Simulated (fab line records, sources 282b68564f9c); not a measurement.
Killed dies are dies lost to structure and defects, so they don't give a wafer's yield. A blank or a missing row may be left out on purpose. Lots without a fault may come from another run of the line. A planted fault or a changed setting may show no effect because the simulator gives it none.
Tool commonality check | flow rit_cmos | 13 lots, 38 wafers sampled

WHY IT WAS OPENED
At RIT_SILICIDE_RS_MEAS_02 the reading SILICIDE_TI_RS is flagged on 1 of 13 lots. Wafers without a fault read 47.6 ohm/sq, standard deviation 0.66.
Rule: a lot is flagged when every wafer of it that has a number lies more than 4 standard deviations from that mean, or none has a number. The other lots count as sound.

lot  | measured    | on            | SILICIDE_TI_RS (ohm/sq), wafer by wafer | flag
L233 | day 3 07:31 | film_metro-03 | 47.4 47.4 47.1                          |
L234 | day 3 11:44 | film_metro-03 | 48.1 47.3 47.7                          |
L235 | day 3 18:24 | film_metro-01 | 47.6 47.5 47.7                          |
L236 | day 4 02:08 | film_metro-03 | 47.5 47.0 47.5                          |
L238 | day 4 10:19 | film_metro-01 | 47.9 48.1 48.1                          |
L237 | day 4 11:48 | film_metro-01 | 47.5 47.7 47.6                          |
L239 | day 4 13:31 | film_metro-01 | 48.6 48.6 48.2                          |
L240 | day 4 20:22 | film_metro-01 | 47.5 48.1 47.5                          |
L242 | day 5 07:53 | film_metro-01 | 47.6 46.9 46.6                          |
L244 | day 5 14:46 | film_metro-01 | 48.3 47.3 47.5                          |
L246 | day 5 21:30 | film_metro-02 | 82.7 83.8                               | FLAGGED
L253 | day 7 11:31 | film_metro-02 | 46.7 47.2 47.5                          |
L256 | day 8 00:22 | film_metro-03 | 46.9 46.3 46.9                          |
The numbers of the flagged lots are 83.2 ohm/sq on average: +35.6 ohm/sq against the usual, or +54 standard deviations.

WHICH TOOL RAN EACH LOT
The record holds 2 process steps before the reading, out of a route of 202 steps. In each cell: the tool, then ch and the chambers that the sampled wafers went through, then the start.
lot  | flag    | RIT_PWELL_STRIP_09                  | RIT_SILICIDE_SPUTTER_01
L233 |         | plasma_asher-04 ch 0,1, day 1 22:58 | pvd_sputter-03, day 3 07:19
L234 |         | plasma_asher-04 ch 0,1, day 2 04:59 | pvd_sputter-01, day 3 11:34
L235 |         | plasma_asher-02 ch 0,1, day 2 12:32 | pvd_sputter-03, day 3 18:15
L236 |         | plasma_asher-03 ch 0,1, day 2 16:37 | pvd_sputter-01, day 4 01:58
L238 |         | plasma_asher-03 ch 0,1, day 3 02:25 | pvd_sputter-03, day 4 10:08
L237 |         | plasma_asher-02 ch 0,1, day 2 23:48 | pvd_sputter-04, day 4 11:35
L239 |         | plasma_asher-03 ch 0,1, day 3 05:55 | pvd_sputter-01, day 4 13:22
L240 |         | plasma_asher-02 ch 0,1, day 3 10:54 | pvd_sputter-01, day 4 20:10
L242 |         | plasma_asher-04 ch 0,1, day 4 00:43 | pvd_sputter-01, day 5 07:44
L244 |         | plasma_asher-03 ch 0,1, day 4 08:58 | pvd_sputter-01, day 5 14:37
L246 | FLAGGED | plasma_asher-03 ch 1, day 4 16:02   | pvd_sputter-01, day 5 21:20
L253 |         | plasma_asher-02 ch 0,1, day 6 03:56 | pvd_sputter-04, day 7 11:22
L256 |         | plasma_asher-03 ch 0,1, day 6 19:58 | pvd_sputter-04, day 8 00:13
What these steps do:
- RIT_PWELL_STRIP_09: strips in O2, time 180 s.
- RIT_SILICIDE_SPUTTER_01: material Ti, target thk 30 nm, time 240 s.
- RIT_SILICIDE_RS_MEAS_02: measures by four-point-probe.

FLAGGED OVER TOTAL, TOOL BY TOOL (the gauges that took the reading come last)
step                    | tool            | lots run | flagged | share of the flagged lots | sound lots run after its first flagged lot
RIT_PWELL_STRIP_09      | plasma_asher-02 | 4        | 0       | none                      | -
RIT_PWELL_STRIP_09      | plasma_asher-03 | 6        | 1       | all                       | 1 (L256)
RIT_PWELL_STRIP_09      | plasma_asher-04 | 3        | 0       | none                      | -
RIT_SILICIDE_SPUTTER_01 | pvd_sputter-01  | 7        | 1       | all                       | 0
RIT_SILICIDE_SPUTTER_01 | pvd_sputter-03  | 3        | 0       | none                      | -
RIT_SILICIDE_SPUTTER_01 | pvd_sputter-04  | 3        | 0       | none                      | -
RIT_SILICIDE_RS_MEAS_02 | film_metro-01   | 7        | 0       | none                      | -
RIT_SILICIDE_RS_MEAS_02 | film_metro-02   | 2        | 1       | all                       | 1 (L253)
RIT_SILICIDE_RS_MEAS_02 | film_metro-03   | 4        | 0       | none                      | -

WHAT THE TABLE ALLOWS
3 rows of the table ran every flagged lot: plasma_asher-03 at RIT_PWELL_STRIP_09, pvd_sputter-01 at RIT_SILICIDE_SPUTTER_01, film_metro-02 at RIT_SILICIDE_RS_MEAS_02.
- plasma_asher-03 at RIT_PWELL_STRIP_09: 1 of its 6 lots flagged. Sound lots ran on it after the first flagged one (L256), which a lasting fault on the whole tool wouldn't allow.
- pvd_sputter-01 at RIT_SILICIDE_SPUTTER_01: 1 of its 7 lots flagged. Its last sound lot is L244 (day 5 14:37), its first flagged lot L246 (day 5 21:20): a fault that began between those two fits.
- film_metro-02 at RIT_SILICIDE_RS_MEAS_02: 1 of its 2 lots flagged. Sound lots ran on it after the first flagged one (L253), which a lasting fault on the whole tool wouldn't allow.
One tool is left: pvd_sputter-01 at RIT_SILICIDE_SPUTTER_01.

WHAT THE SIMULATOR HAD PUT IN
Process parameter drift: pvd_sputter-01, from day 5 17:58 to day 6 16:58, at RIT_SILICIDE_SPUTTER_01. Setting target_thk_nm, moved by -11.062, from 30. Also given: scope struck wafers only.
Lots struck among those shown: L246. The rule above found the same.
